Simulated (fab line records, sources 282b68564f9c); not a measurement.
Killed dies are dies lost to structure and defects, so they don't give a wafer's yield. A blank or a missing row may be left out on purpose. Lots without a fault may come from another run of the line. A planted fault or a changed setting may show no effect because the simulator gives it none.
Which tool did it? | flow rit_cmos | 10 lots, 30 wafers sampled, at 4 steps of a route of 202

WHAT THE GAUGES READ, wafer by wafer
RIT_SPACER_THK_MEAS_04. Usual: SPACER_NITRIDE_THK 249.4 nm, standard deviation 2.3.
lot  | measured    | on            | SPACER_NITRIDE_THK (nm) | flag
L427 | day 2 22:55 | film_metro-01 | 247.7 247.7 247.8       |
L428 | day 3 06:51 | film_metro-04 | 249.6 247.8 247.1       |
L436 | day 4 23:27 | film_metro-01 | 248.3 246.7 246.5       |
L437 | day 5 02:48 | film_metro-04 | 250.3 251.6 249.2       |
L439 | day 5 10:45 | film_metro-03 | 249.8 248.7 246.9       |
L440 | day 5 15:25 | film_metro-04 | 247.8 247.1 248.7       |
L443 | day 6 05:02 | film_metro-04 | 254.4 252.2 255.4       |
L444 | day 6 11:35 | film_metro-04 | 251.9 253.6 252.4       |
L448 | day 7 07:38 | film_metro-04 | 247.0 248.5 251.1       |
L449 | day 7 11:27 | film_metro-04 | 246.6 243.7 245.0       |

RIT_CONTACT_CD_MEAS_90: target cd 1000 nm. Usual: cd_nm 1000.3 nm, standard deviation 2.2.
lot  | measured    | on        | cd_nm (nm)           | flag
L427 | day 3 05:53 | cd_sem-02 | 1002.6 1002.0 1001.9 |
L428 | day 3 13:38 | cd_sem-02 | 1004.8 1004.7 1003.8 |
L436 | day 5 06:23 | cd_sem-01 | 996.8 997.7 997.4    |
L437 | day 5 09:11 | cd_sem-02 | 1002.2 1002.1 1003.5 |
L439 | day 5 17:20 | cd_sem-01 | 999.7 999.1 999.5    |
L440 | day 5 22:08 | cd_sem-02 | 999.3 997.5 998.5    |
L443 | day 6 11:35 | cd_sem-02 | 1000.8 1000.3 1000.1 |
L444 | day 6 17:59 | cd_sem-01 | 999.4 1000.6 998.2   |
L448 | day 7 14:13 | cd_sem-01 | 999.4 999.8 1001.4   |
L449 | day 7 18:05 | cd_sem-01 | 1003.7 1002.5 1003.5 |

WHICH TOOL RAN EACH LOT (tool, then ch and the chambers of the sampled wafers, then the start)
lot  | RIT_PLDD_STRIP_09                   | RIT_CONTACT_ETCH_11
L427 | plasma_asher-03 ch 0,1, day 2 20:22 | rie_diel-02 ch 0,1, day 3 05:31
L428 | plasma_asher-02 ch 0,1, day 3 03:21 | rie_diel-04 ch 2,3, day 3 13:16
L436 | plasma_asher-03 ch 0,1, day 4 20:37 | rie_diel-02 ch 0,2,3, day 5 06:01
L437 | plasma_asher-02 ch 0,1, day 5 00:16 | rie_diel-02 ch 0,1,2, day 5 08:47
L439 | plasma_asher-03 ch 0,1, day 5 08:13 | rie_diel-03 ch 0,2,3, day 5 16:57
L440 | plasma_asher-01 ch 1, day 5 12:53   | rie_diel-04 ch 0,3, day 5 21:44
L443 | plasma_asher-02 ch 0, day 6 02:31   | rie_diel-04 ch 0,1, day 6 11:12
L444 | plasma_asher-02 ch 0,1, day 6 09:04 | rie_diel-04 ch 0,1,3, day 6 17:37
L448 | plasma_asher-02 ch 0,1, day 7 05:05 | rie_diel-03 ch 0,2, day 7 13:45
L449 | plasma_asher-01 ch 0,1, day 7 08:36 | rie_diel-03 ch 0,2, day 7 17:37
- RIT_PLDD_STRIP_09: strips in O2, time 180 s.
- RIT_CONTACT_ETCH_11: etches SiO2 in CHF3/CF4/Ar, stops on TiSi2, target depth 480 nm, time 320 s.

WHAT THE TOOLS THEMSELVES READ (means of the sampled wafers that have a number; where no wafer has one, the mark that the record gives instead)
RIT_PLDD_STRIP_09. Usual: drypump_motor_current_A 5.6 A, standard deviation 0.4; o2_flow_sccm 3998 sccm, standard deviation 11; rf_refl_power_W 6.2 W, standard deviation 1.6.
lot  | tool            | drypump_motor_current_A (A) | o2_flow_sccm (sccm) | rf_refl_power_W (W) | flag
L427 | plasma_asher-03 | 5.8                         | 3984                | 7.7                 |
L428 | plasma_asher-02 | 5.6                         | 3997                | 5.9                 |
L436 | plasma_asher-03 | 5.7                         | 4008                | 7.6                 |
L437 | plasma_asher-02 | 5.6                         | 3994                | 6.0                 |
L439 | plasma_asher-03 | 5.7                         | 4009                | 6.3                 |
L440 | plasma_asher-01 | 4.8                         | 4004                | 3.8                 |
L443 | plasma_asher-02 | 5.7                         | 4000                | 5.9                 |
L444 | plasma_asher-02 | 5.5                         | 4006                | 6.1                 |
L448 | plasma_asher-02 | 5.6                         | 3996                | 6.0                 |
L449 | plasma_asher-01 | 5.7                         | 3993                | 6.5                 |

RIT_CONTACT_ETCH_11. Usual: drypump_motor_current_A 5.9 A, standard deviation 0.36; oes_product_au 0.989 a.u., standard deviation 0.014; throttle_valve_pct 8.86 %, standard deviation 0.14.
lot  | tool        | drypump_motor_current_A (A) | oes_product_au (a.u.) | throttle_valve_pct (%) | flag
L427 | rie_diel-02 | 6.0                         | 0.998                 | 8.85                   |
L428 | rie_diel-04 | 5.5                         | 0.991                 | 8.76                   |
L436 | rie_diel-02 | 6.0                         | 0.990                 | 8.90                   |
L437 | rie_diel-02 | 5.9                         | 0.991                 | 8.85                   |
L439 | rie_diel-03 | 6.0                         | 0.999                 | 8.81                   |
L440 | rie_diel-04 | 5.7                         | 0.974                 | 8.79                   |
L443 | rie_diel-04 | 5.8                         | 0.991                 | 9.04                   |
L444 | rie_diel-04 | 5.7                         | 0.983                 | 8.91                   |
L448 | rie_diel-03 | 5.7                         | 0.994                 | 8.81                   |
L449 | rie_diel-03 | 6.0                         | 0.996                 | 8.79                   |

THE ANSWER, worked out from the rows above alone
Rule: a lot is off if the mean of its wafers that have a number lies more than 3 standard deviations from the usual mean. A lot without any number at a reading at which 4 lots or more have one is off too. The other lots that the step has rows for count as sound. The gauges are gone through in route order, then the tools' own readings, and for those a lot's mean is taken as printed above. The first step at which some lot is off is used, and at that step the reading that is off furthest; a lot without a number counts as furthest.
No lot is off at any reading shown: from this, nothing can be told.

WHAT THE SIMULATOR HAD PUT IN
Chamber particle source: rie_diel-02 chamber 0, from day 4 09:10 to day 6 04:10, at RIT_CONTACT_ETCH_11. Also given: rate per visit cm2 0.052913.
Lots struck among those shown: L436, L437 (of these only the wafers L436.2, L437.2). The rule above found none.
